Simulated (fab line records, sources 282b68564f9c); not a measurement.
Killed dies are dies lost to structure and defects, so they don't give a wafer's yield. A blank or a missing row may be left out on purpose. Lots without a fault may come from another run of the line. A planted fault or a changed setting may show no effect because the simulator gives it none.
A struck lot beside a sound one | flow rit_cmos | 15 steps out of a route of 202
Sound: wafers L574.3, L574.4, L574.5. Struck: wafers L581.1, L581.2, L581.6. The cause comes at the end.
At each step with rows: each side's tool, then ch and its chambers, then its first start. Under that, the readings that differ: sound wafers | struck wafers | difference of the means | sigmas: that difference in standard deviations of wafers without a fault.
alike: readings whose means differ by less than 2 such deviations, and words and numbers that are the same on both sides. not compared: withheld readings, readings that some wafer has no value for, bounds like >300 that may hide the same value, and numbers for which the record gives no deviation and whose values overlap.
The two part at a step that has a row with sigmas, a row that says differs or no value, or rows on one side only. Numbers that don't overlap but have no deviation are shown without sigmas and don't part them. A reading that every wafer of one side lacks parts them only if that side has two wafers or more.

RIT_ACTIVE_BOW_MEAS_00:
  sound on film_metro-03, day 2 16:02; struck on film_metro-02, day 4 03:00
  alike: INCOMING_BOW
then, 1 step without rows for these wafers: RIT_ACTIVE_OXIDATION_01 (target thk 46.8 nm, ox time 3360 s).
RIT_ACTIVE_THK_MEAS_02:
  sound on film_metro-04, day 2 18:04; struck on film_metro-02, day 4 06:07
  alike: ACTIVE_OXIDE_THK
then, 1 step without rows for these wafers: RIT_ACTIVE_CVD_03 (deposits Si3N4 from SiH2Cl2/NH3, target thk 150 nm, time 1500 s).
RIT_ACTIVE_THK_MEAS_04:
  sound on film_metro-03, day 2 19:33; struck on film_metro-02, day 4 07:35
  reading                 | sound             | struck            | difference | sigmas
  ACTIVE_NITRIDE_THK (nm) | 148.6 149.4 150.7 | 147.2 147.5 146.8 | -2.4       | -2
then, 1 step without rows for these wafers: RIT_ACTIVE_HMDS_05 (prime time 60 s).
RIT_ACTIVE_COAT_06: resist thk 1000 nm.
  sound on litho_track-02 ch 0, day 2 19:47; struck on litho_track-04 ch 0, day 4 07:48
  reading                                     | sound           | struck         | difference | sigmas
  model.NOVOLAK_of_ACTIVE_COAT_06.thk_nm (nm) | 1000 1000 997.9 | 1296 1294 1288 | +293       |
  alike: chill_plate_temp_C, dispense_pressure_kPa, resist_line_temp_C
then, 3 steps without rows for these wafers: RIT_ACTIVE_SOFTBAKE_07 (time 60 s); RIT_ACTIVE_EXPOSE_08 (exposes mask M1, target cd 1400 nm); RIT_ACTIVE_PEB_09.
RIT_ACTIVE_DEVELOP_10: develop time 52.49 s.
  sound on litho_track-01 ch 0; struck on litho_track-02 ch 0
  reading                 | sound          | struck         | difference | sigmas
  model.ACTIVE.cd_nm (nm) | 1401 1400 1399 | 1426 1427 1426 | +26        |
  alike: chill_plate_temp_C, resist_line_temp_C
RIT_ACTIVE_CD_MEAS_11: target cd 1400 nm.
  sound on cd_sem-01, day 2 20:29; struck on cd_sem-02, day 4 08:38
  reading    | sound                | struck               | difference | sigmas
  cd_nm (nm) | 1401.2 1399.7 1399.5 | 1426.7 1426.7 1426.1 | +26.4      | +12
then, 1 step without rows for these wafers: RIT_ACTIVE_HARDBAKE_12 (time 60 s).
RIT_ACTIVE_ETCH_13: etches Si3N4 in SF6, stops on SiO2, time 210 s, target depth 210 nm.
  sound on rie_diel-02 ch 1,2, day 2 20:43; struck on rie_diel-04 ch 0,1,2, day 4 08:54
  reading                                     | sound             | struck            | difference | sigmas
  model.NOVOLAK_of_ACTIVE_COAT_06.thk_nm (nm) | 657.2 653.4 652.6 | 921.4 915.3 903.4 | +259.0     |
  model.ACTIVE.cd_nm (nm)                     | 1401 1400 1400    | 1427 1427 1426    | +26        |
  alike: SF6_flow_sccm, drypump_motor_current_A, oes_product_au, throttle_valve_pct
  not compared: rf_hours_counter_h
RIT_ACTIVE_STRIP_14: strips in O2, time 180 s.
  sound on plasma_asher-04 ch 0,1, day 2 20:54; struck on plasma_asher-03 ch 0,1, day 4 09:02
  alike: drypump_motor_current_A
  not compared: rf_hours_counter_h

WHERE THEY PART
First at RIT_ACTIVE_THK_MEAS_04; last, within this record, at RIT_ACTIVE_CD_MEAS_11. Later steps at which nothing parts them and some readings are alike: RIT_ACTIVE_ETCH_13, RIT_ACTIVE_STRIP_14.

WHY: what the simulator had put in
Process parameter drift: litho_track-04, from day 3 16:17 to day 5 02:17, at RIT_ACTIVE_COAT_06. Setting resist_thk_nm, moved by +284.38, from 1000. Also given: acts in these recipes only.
